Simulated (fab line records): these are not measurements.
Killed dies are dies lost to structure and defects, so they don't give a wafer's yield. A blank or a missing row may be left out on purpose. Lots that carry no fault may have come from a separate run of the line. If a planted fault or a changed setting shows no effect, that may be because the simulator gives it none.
fab line records    flow ritCmos    part 2 of 2: steps 34 to 45 of 45
record lots=5  wafers=15  lastDay=7
route steps=202 shown PRETRO@73 GATE@75 FOX2@80 REOX@98 NLDD@103 PLDD@114
lots that met no fault: taken from a fault-free run of the same line
startH: start of the lot's first displayed wafer, in hours after the record's first day    waitH: hours elapsed since this lot's preceding step    " identical to the entry in the row above    L1.1+2: one row covering several wafers at once    - no value, or no start was given    * or withheld: withheld    < > ~ a bound
route shown NAME@n: NAME is a module with steps in the file, n the number in the route of the first one    usual: mean/standard deviation of fault-free wafers    same: alike in all rows    chamber/n: place in a boat    sites: each site's reading    _std_site: how widely they spread, as a standard deviation    _edge_site: the outer-site mean with the inner-site mean subtracted    radiusMm: how far each site lies from the wafer's centre    mask NAME#n: copy n    behind: the last tool/chamber to shape the wafer    hold: why the lot was held/for how many hours/how that ended    device: whichever transistor did not switch (one of n, p or np)    end of line: at the end of the route, the tests of the same wafers    for a step that has no rows: nothing shown but its recipe    killed: at the first sort, the dies lost to defects and structure; wafer yield is something else    map: per-die view of a wafer (x killed, . not killed, _ where there is no die)
set.NAME: the setting as run; set.NAME@STEP: as run at that earlier step    model.NAME: the simulator's own value behind a step, which no gauge read
lots at selected steps of the route; one table per step, one row per wafer
services: a tool's chamber out of use, with start hour (startH, from the record's first day; less than 0 if before it), hours out, and reason
## steps
# step RIT_NLDD_EXPOSE_03
# recipe maskId=M7  na=0.57  targetCdNm=40700  doseMj=250
# usual stageVelMmS=499.96/0.24
lot.wafer  tool             chamber  startH  waitH  mask  stageVelMmS
L074.3     ilineStepper-02  0        42.44   0.1    M7#0  500.07
L074.4     "                0        "       "      M7#0  499.74
L074.6     "                0        "       "      M7#0  500.18
L083.2     ilineStepper-01  0        86.93   0.1    M7#0  499.85
L083.3     "                0        "       "      M7#0  500.04
L083.6     "                0        "       "      M7#0  500.07
L089.1     ilineStepper-01  0        116.85  0.1    M7#0  499.71
L089.2     "                0        "       "      M7#0  500.22
L089.5     "                0        "       "      M7#0  500.17
L093.3     ilineStepper-02  0        136.57  0.1    M7#0  499.73
L093.4     "                0        "       "      M7#0  500.21
L093.6     "                0        "       "      M7#0  500.02
L097.3     ilineStepper-01  0        155.91  0.1    M7#0  499.72
L097.5     "                0        "       "      M7#0  500.09
L097.6     "                0        "       "      M7#0  499.99
# step RIT_NLDD_PEB_04
# recipe resist=NOVOLAK  tempC=withheld  timeS=withheld
lot.wafer   tool           chamber  startH  waitH
L074.3+4+6  lithoTrack-04  0        42.57   0.1
L083.2+3+6  lithoTrack-03  0        87.05   0.1
L089.1+2+5  lithoTrack-04  0        116.97  0.1
L093.3+4+6  lithoTrack-01  0        136.70  0.1
L097.3+5+6  lithoTrack-01  0        156.29  0.4
# step RIT_NLDD_DEVELOP_05
# recipe resist=NOVOLAK  developTimeS=50  devTempC=23
lot.wafer   tool           chamber  startH  waitH
L074.3+4+6  lithoTrack-04  0        -       -
L083.2+3+6  lithoTrack-03  0        -       -
L089.1+2+5  lithoTrack-04  0        -       -
L093.3+4+6  lithoTrack-01  0        -       -
L097.3+5+6  lithoTrack-01  0        -       -
# step RIT_NLDD_OVL_MEAS_06
# usual NLDD_OVL=0.2/1.5
lot.wafer  tool        chamber  startH  waitH  NLDD_OVL[nm]
L074.3     overlay-01  -        42.82   -      0.2
L074.4     "           -        "       "      1.6
L074.6     "           -        "       "      1.7
L083.2     overlay-01  -        87.32   -      3.0
L083.3     "           -        "       "      3.5
L083.6     "           -        "       "      0.9
L089.1     overlay-01  -        117.25  -      -1.2
L089.2     "           -        "       "      -0.5
L089.5     "           -        "       "      -0.5
L093.3     overlay-02  -        136.95  -      -0.2
L093.4     "           -        "       "      -2.3
L093.6     "           -        "       "      -2.3
L097.3     overlay-01  -        156.54  -      3.5
L097.5     "           -        "       "      1.5
L097.6     "           -        "       "      1.8
# step RIT_NLDD_HARDBAKE_07
# recipe resist=NOVOLAK  tempC=140  timeS=60
lot.wafer   tool           chamber  startH  waitH
L074.3+4+6  lithoTrack-01  0        42.99   0.2
L083.2+3+6  lithoTrack-04  0        87.37   0.0
L089.1+2+5  lithoTrack-04  0        117.29  0.0
L093.3+4+6  lithoTrack-01  0        137.02  0.1
L097.3+5+6  lithoTrack-01  0        156.61  0.1
# step RIT_NLDD_IMPLANT_08
# recipe species=P  energyKev=20  doseCm2=5e+14  tiltDeg=7
# usual faradayCurrentUA=1575/31
lot.wafer  tool          chamber  startH  waitH  faradayCurrentUA
L074.3     implanter-04  0        43.14   0.1    1552
L074.4     "             0        "       "      1559
L074.6     "             0        "       "      1583
L083.2     implanter-04  0        87.52   0.1    1581
L083.3     "             0        "       "      1612
L083.6     "             0        "       "      1564
L089.1     implanter-03  0        117.44  0.1    1553
L089.2     "             0        "       "      1565
L089.5     "             0        "       "      1547
L093.3     implanter-02  0        137.17  0.1    1561
L093.4     "             0        "       "      1548
L093.6     "             0        "       "      1578
L097.3     implanter-03  0        156.76  0.1    1550
L097.5     "             0        "       "      1575
L097.6     "             0        "       "      1581
# step RIT_NLDD_STRIP_09
# recipe chemistry=O2  timeS=180  resist=NOVOLAK  platenTempC=withheld  powerW=500  pressureMtorr=4000  o2FlowSccm=4000
# usual drypumpMotorCurrentA=5.5/0.35
lot.wafer  tool            chamber  startH  waitH  drypumpMotorCurrentA  rfHoursCounterH
L074.3     plasmaAsher-01  1        43.29   0.1    6.2                   -
L074.4     "               0        "       "      5.5                   -
L074.6     "               0        "       "      5.5                   -
L083.2     plasmaAsher-01  0        87.65   0.1    5.5                   45
L083.3     "               0        "       "      5.5                   -
L083.6     "               0        "       "      5.5                   -
L089.1     plasmaAsher-04  1        117.59  0.1    5.2                   33
L089.2     "               0        "       "      5.5                   33
L089.5     "               0        "       "      5.5                   -
L093.3     plasmaAsher-03  0        137.33  0.1    5.4                   -
L093.4     "               1        "       "      5.0                   -
L093.6     "               0        "       "      5.4                   -
L097.3     plasmaAsher-04  0        156.92  0.1    5.5                   -
L097.5     "               0        "       "      5.5                   -
L097.6     "               1        "       "      5.2                   -
# step RIT_NLDD_TW_MEAS_10
# usual NLDD_TW=2487/14
lot.wafer  tool          chamber  startH  waitH  NLDD_TW
L074.3     filmMetro-04  -        43.43   0.1    2495
L074.4     "             -        "       "      2494
L074.6     "             -        "       "      2496
L083.2     filmMetro-03  -        87.83   0.1    2480
L083.3     "             -        "       "      2457
L083.6     "             -        "       "      2457
L089.1     filmMetro-03  -        117.76  0.1    2474
L089.2     "             -        "       "      2460
L089.5     "             -        "       "      2475
L093.3     filmMetro-01  -        137.47  0.1    2484
L093.4     "             -        "       "      2499
L093.6     "             -        "       "      2498
L097.3     filmMetro-03  -        157.06  0.1    2476
L097.5     "             -        "       "      2472
L097.6     "             -        "       "      2481
# step RIT_PLDD_HMDS_00
# recipe primeTimeS=60  primeTempC=140
# same primeTimeS=60
lot.wafer   tool           chamber  startH  waitH
L074.3+4+6  lithoTrack-02  0        43.52   0.1
L083.2+3+6  lithoTrack-02  0        87.91   0.1
L089.1+2+5  lithoTrack-02  0        117.82  0.1
L093.3+4+6  lithoTrack-04  0        137.56  0.1
L097.3+5+6  lithoTrack-02  0        157.15  0.1
# step RIT_PLDD_COAT_01
# recipe resist=NOVOLAK  spinRpm=3250  resistThkNm=1000
# usual dispensePressureKPa=52/5.4  spinSpeedRpm=3249.7/2.3
lot.wafer  tool           chamber  startH  waitH  dispensePressureKPa  spinSpeedRpm
L074.3     lithoTrack-02  0        43.67   0.1    54                   3246.3
L074.4     "              0        "       "      54                   3253.1
L074.6     "              0        "       "      54                   3251.8
L083.2     lithoTrack-02  0        88.06   0.1    54                   3251.6
L083.3     "              0        "       "      54                   3248.7
L083.6     "              0        "       "      54                   3251.3
L089.1     lithoTrack-02  0        117.97  0.1    54                   3248.3
L089.2     "              0        "       "      54                   3249.3
L089.5     "              0        "       "      54                   3250.4
L093.3     lithoTrack-04  0        137.71  0.1    58                   3248.8
L093.4     "              0        "       "      58                   3246.9
L093.6     "              0        "       "      58                   3247.5
L097.3     lithoTrack-02  0        157.30  0.1    54                   3248.0
L097.5     "              0        "       "      54                   3250.1
L097.6     "              0        "       "      54                   3247.0
# step RIT_PLDD_SOFTBAKE_02
# recipe resist=NOVOLAK  tempC=90  timeS=60
lot.wafer   tool           chamber  startH  waitH
L074.3+4+6  lithoTrack-02  0        43.82   0.1
L083.2+3+6  lithoTrack-02  0        88.21   0.1
L089.1+2+5  lithoTrack-02  0        118.12  0.1
L093.3+4+6  lithoTrack-04  0        137.86  0.1
L097.3+5+6  lithoTrack-02  0        157.45  0.1
# step RIT_PLDD_EXPOSE_03
# recipe maskId=M8  na=0.57  targetCdNm=40900  doseMj=250
# usual stageVelMmS=499.99/0.24
lot.wafer  tool             chamber  startH  waitH  mask  stageVelMmS
L074.3     ilineStepper-01  0        43.96   0.1    M8#0  500.09
L074.4     "                0        "       "      M8#0  499.90
L074.6     "                0        "       "      M8#0  500.46
L083.2     ilineStepper-02  0        88.35   0.1    M8#0  499.83
L083.3     "                0        "       "      M8#0  499.81
L083.6     "                0        "       "      M8#0  500.12
L089.1     ilineStepper-02  0        118.40  0.2    M8#0  500.04
L089.2     "                0        "       "      M8#0  500.07
L089.5     "                0        "       "      M8#0  499.83
L093.3     ilineStepper-01  0        138.12  0.2    M8#0  500.03
L093.4     "                0        "       "      M8#0  499.94
L093.6     "                0        "       "      M8#0  499.95
L097.3     ilineStepper-01  0        157.71  0.2    M8#0  500.01
L097.5     "                0        "       "      M8#0  500.11
L097.6     "                0        "       "      M8#0  499.82
## services
tool             chamber  startH  hours  kind
furnace-04       -        19.16   2.9    pm
implanter-04     -        21.46   3.3    pm
implanter-03     -        24.05   3.6    repair
implanter-02     -        24.44   4.0    repair
plasmaAsher-04   -        30.02   10.5   repair
rieSi-02         -        35.02   5.7    repair
ilineStepper-01  -        45.80   2.1    pm
plasmaAsher-01   -        48.14   0.6    repair
ilineStepper-01  -        48.14   11.8   repair
furnace-03       -        67.77   4.2    pm
rieSi-01         0        69.67   1.0    repair
furnace-03       -        88.29   3.0    pm
rieSi-02         -        97.23   3.2    repair
furnace-04       -        98.13   3.6    pm
wetBench-02      -        101.45  57.3   repair
implanter-04     -        102.91  4.7    pm
plasmaAsher-01   -        108.75  9.0    pm
ilineStepper-02  -        110.06  4.4    repair
plasmaAsher-01   -        111.80  4.2    repair
rieSi-01         1        115.55  1.1    repair
ilineStepper-01  -        123.65  1.7    pm
ilineStepper-01  -        126.06  9.4    repair
furnace-01       -        132.26  3.1    pm
rieSi-02         2        136.99  3.4    repair
